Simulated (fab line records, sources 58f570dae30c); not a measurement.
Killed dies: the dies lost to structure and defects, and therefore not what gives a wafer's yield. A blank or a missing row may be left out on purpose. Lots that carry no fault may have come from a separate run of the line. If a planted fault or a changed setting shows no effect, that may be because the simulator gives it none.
Which tool is to blame? / flow berkeley-cmos170 / 14 lots, 40 wafers sampled, at 2 steps of a route of 331

== WHAT EACH GAUGE READ, for each wafer ==
UCB170_V2_THK_MEAS_01. Usual: for V2_TEOS_THK the level is 1999 nm and the standard deviation is 30.
lot=L193; measured=day 7 12:31; on=film-metro-04; V2_TEOS_THK (nm)=1989 1990 2010; flag=
lot=L194; measured=day 7 14:04; on=film-metro-04; V2_TEOS_THK (nm)=1982 2004 1997; flag=
lot=L196; measured=day 7 14:11; on=film-metro-04; V2_TEOS_THK (nm)=1977 1965 2036; flag=
lot=L197; measured=day 8 01:44; on=film-metro-04; V2_TEOS_THK (nm)=1996 2044 2033; flag=
lot=L199; measured=day 8 19:50; on=film-metro-02; V2_TEOS_THK (nm)=1999 2012 1994; flag=
lot=L205; measured=day 9 05:29; on=film-metro-02; V2_TEOS_THK (nm)=1992 2003 2038; flag=
lot=L204; measured=day 9 06:07; on=film-metro-02; V2_TEOS_THK (nm)=2019 1999 2003; flag=
lot=L201; measured=day 9 06:47; on=film-metro-03; V2_TEOS_THK (nm)=1954 1978 1987; flag=
lot=L203; measured=day 9 06:51; on=film-metro-02; V2_TEOS_THK (nm)=1985 2037 2074; flag=
lot=L207; measured=day 10 02:47; on=film-metro-03; V2_TEOS_THK (nm)=1990 2027 2036; flag=
lot=L211; measured=day 11 11:28; on=film-metro-02; V2_TEOS_THK (nm)=2008 2035 2028; flag=
lot=L212; measured=day 11 11:43; on=film-metro-03; V2_TEOS_THK (nm)=1979 1949 1982; flag=
lot=L213; measured=day 12 03:33; on=film-metro-04; V2_TEOS_THK (nm)=2000 2040 2040; flag=
lot=L216; measured=day 12 07:09; on=film-metro-04; V2_TEOS_THK (nm)=2013; flag=

UCB170_V2_BOW_MEAS_03. Usual: for V2_BOW the level is 37 um and the standard deviation is 5.6.
lot=L193; measured=day 7 12:53; on=film-metro-02; V2_BOW (um)=29 32 38; flag=
lot=L194; measured=day 7 14:26; on=film-metro-04; V2_BOW (um)=30 37 34; flag=
lot=L196; measured=day 7 14:44; on=film-metro-02; V2_BOW (um)=40 36 36; flag=
lot=L197; measured=day 8 02:06; on=film-metro-04; V2_BOW (um)=38 43 45; flag=
lot=L199; measured=day 8 20:12; on=film-metro-03; V2_BOW (um)=32 33 42; flag=
lot=L205; measured=day 9 05:52; on=film-metro-03; V2_BOW (um)=36 37 40; flag=
lot=L204; measured=day 9 06:29; on=film-metro-03; V2_BOW (um)=38 43 38; flag=
lot=L201; measured=day 9 07:09; on=film-metro-03; V2_BOW (um)=36 32 28; flag=
lot=L203; measured=day 9 07:13; on=film-metro-02; V2_BOW (um)=33 41 44; flag=
lot=L207; measured=day 10 03:09; on=film-metro-02; V2_BOW (um)=41 35 43; flag=
lot=L211; measured=day 11 11:52; on=film-metro-04; V2_BOW (um)=40 32 34; flag=
lot=L212; measured=day 11 12:07; on=film-metro-02; V2_BOW (um)=37 42 44; flag=
lot=L213; measured=day 12 04:05; on=film-metro-02; V2_BOW (um)=41 31 31; flag=
lot=L216; measured=day 12 07:32; on=film-metro-02; V2_BOW (um)=32; flag=

== EACH LOT AND THE TOOL THAT RAN IT (in order: tool; ch and the chambers of the sampled wafers; start) ==
The record shows no process step preceding these readings.

== AS READ BY THE TOOLS THEMSELVES (means over the sampled wafers that have a number; for cases with no such wafer, the mark the record gives instead) ==
The record holds no such reading with a usual standard deviation.

== THE ANSWER, worked out from the rows above alone ==
Rule: lot off if the mean of its wafers having a number is beyond 3 standard deviations from the usual mean. Also off: a lot with no number at a reading for which 4 or more lots have one. The other lots that the step has rows for count as sound. Order of review: gauges by route order, followed by the tools' own readings, for which a lot's mean as printed above is used. The first step at which some lot is off is used, and at that step the reading that is off furthest; a lot without a number counts as furthest.
Nothing can be told from this: no lot is off at any reading shown.

== WHAT WAS PUT IN BY THE SIMULATOR ==
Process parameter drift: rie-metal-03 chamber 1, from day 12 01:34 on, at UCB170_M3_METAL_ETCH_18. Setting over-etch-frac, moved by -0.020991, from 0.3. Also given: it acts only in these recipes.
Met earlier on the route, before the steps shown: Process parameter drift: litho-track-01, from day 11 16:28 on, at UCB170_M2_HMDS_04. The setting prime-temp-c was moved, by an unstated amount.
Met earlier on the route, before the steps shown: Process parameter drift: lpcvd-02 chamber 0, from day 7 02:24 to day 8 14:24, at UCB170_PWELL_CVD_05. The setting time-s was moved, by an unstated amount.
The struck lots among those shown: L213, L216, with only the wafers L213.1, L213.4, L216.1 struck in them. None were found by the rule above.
